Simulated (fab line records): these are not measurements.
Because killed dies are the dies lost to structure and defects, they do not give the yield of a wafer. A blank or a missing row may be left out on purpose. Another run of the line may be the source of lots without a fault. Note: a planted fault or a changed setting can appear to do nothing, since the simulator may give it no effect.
Struck lot and sound lot, side by side	flow rit_cmos	26 out of 202 route steps
Sound: these wafers, L956.2, L956.4, L956.5. The struck wafers were L950.2, L950.3, L950.6. At the end, the cause is stated.
Order at every step that has rows: each side's tool, ch and its chambers, its first start. Under that, the readings that differ: sound wafers	struck wafers	difference of the means	sigmas: that difference in standard deviations of wafers without a fault.
alike: words and numbers the same on both sides, and readings whose means are apart by under 2 such deviations; not compared: readings that were withheld, readings missing a value for some wafer, numbers with overlapping values and no deviation given by the record, and bounds like >300 which may hide the same value.
A row with sigmas, a row that says differs or no value, or rows on one side alone: a step with any of these is where the two part. When numbers do not overlap yet have no deviation, they are printed without sigmas and do not part them. Lack of a reading on every wafer of one side parts them only where that side has two or more wafers.

first, 1 step without rows for these wafers: RIT_PRETRO_IMPLANT_08.
RIT_PRETRO_STRIP_09: strips in O2, time 180 s.
  sound on plasma_asher-03 ch 1, day 4 21:24; struck on plasma_asher-03 ch 0,1, day 3 15:04
  alike: drypump_motor_current_A
  not compared: rf_hours_counter_h
RIT_PRETRO_TW_MEAS_10:
  sound on film_metro-03 at day 4 21:35; struck on film_metro-01 at day 3 15:14
  alike: PRETRO_TW
then, 5 steps without rows for these wafers: RIT_GATE_WET_ETCH_00 (etches SiO2 in BOE, target depth 56 nm, time 60 s); RIT_GATE_CLEAN_01 (cleans in SC1, time 600 s); RIT_GATE_CLEAN_02 (cleans in dHF, time 30 s); RIT_GATE_CLEAN_03 (cleans in SC2, time 600 s); RIT_GATE_CLEAN_04 (cleans in dHF, time 60 s).
RIT_FOX2_THK_MEAS_91:
  sound on film_metro-01 at day 4 22:04; struck on film_metro-01 at day 3 15:43
  alike: FIELD_OXIDE_LEFT_2_THK
then, 2 steps without rows for these wafers: RIT_GATE_OXIDATION_05 (target thk 3 nm, ox time 270 s); RIT_GATE_ANNEAL_06 (time 600 s).
RIT_GATE_THK_MEAS_07:
  sound on film_metro-02 at day 5 01:38; struck on film_metro-01 at day 3 19:30
reading	sound	struck	difference	sigmas
GATE_OXIDE_THK (nm)	3.05 3.12 3.10	2.95 2.99 2.96	-0.12	-2
RIT_GATE_CVD_08: deposits poly-Si from SiH4, target thk 250 nm, time 2220 s.
  sound on lpcvd-02 ch 0, day 5 01:41; struck on lpcvd-02 ch 1, day 3 22:30
RIT_GATE_THK_MEAS_09:
  sound on film_metro-01 at day 5 03:19; struck on film_metro-01 at day 4 00:07
reading	sound	struck	difference	sigmas
GATE_POLY_THK (nm)	253.2 253.8 254.1	512.4 509.3 515.7	+258.8	+99 or more
then, 6 steps without rows for these wafers: RIT_GATE_HMDS_10 (prime time 60 s); RIT_GATE_COAT_11 (resist thk 850 nm); RIT_GATE_SOFTBAKE_12 (time 60 s); RIT_GATE_EXPOSE_13 (exposes mask M6, target cd 150 nm); RIT_GATE_PEB_14; RIT_GATE_DEVELOP_15 (develop time 50 s).
RIT_GATE_CD_MEAS_16: the cd target is 150 nm.
  sound on cd_sem-01 at day 5 04:22; struck on cd_sem-02 at day 4 01:25
  alike: cd_nm
RIT_GATE_OVL_MEAS_17:
  sound on overlay-01 at day 5 04:28; struck on overlay-02 at day 4 01:32
  alike: GATE_OVL
then, 1 step without rows for these wafers: RIT_GATE_HARDBAKE_18 (time 60 s).
RIT_GATE_ETCH_19: etches poly-Si in SF6/CHF3/O2, stops on SiO2, time 165 s, target depth 312.5 nm.
  sound on rie_si-02 ch 0,2,3, day 5 04:38; struck on rie_si-02 ch 1,2, day 4 01:46
reading	sound	struck	difference	sigmas
oes_product_au (a.u.)	0.866 0.843 0.872	1.024 0.974 1.011	+0.143	+11
model.GATE.feature_depth_nm (nm)	253.1 253.8 254.1	312.3 299.3 310.4	+53.7	
model.etch.depth_nm (nm)	253.1 253.8 254.1	312.3 299.3 310.4	+53.7	
  alike: O2_flow_sccm, SF6_flow_sccm, drypump_motor_current_A, throttle_valve_pct
  not compared: rf_hours_counter_h
RIT_GATE_STRIP_20: strips in O2, time 180 s.
  sound on plasma_asher-04 ch 0,1, day 5 04:45; struck on plasma_asher-04 ch 0,1, day 4 01:52
  alike: drypump_motor_current_A
  not compared: rf_hours_counter_h
RIT_M1_PROBE_99:
  sound on prober-02 at day 6 01:26; struck on prober-02 at day 5 02:19
reading	sound	struck	difference	sigmas
killed_at_front_end	11 13 8	264 263 264	+253	+79
killed_dies	11 13 8	264 264 264	+253	+79
killed_on_rim	3 4 1	70 70 70	+67	+48
  alike: killed_at_contacts, killed_open, killed_short

## WHERE THEY PART
First at RIT_GATE_THK_MEAS_07; last, within this record, at RIT_M1_PROBE_99.

WHY: what had been put in by the simulator
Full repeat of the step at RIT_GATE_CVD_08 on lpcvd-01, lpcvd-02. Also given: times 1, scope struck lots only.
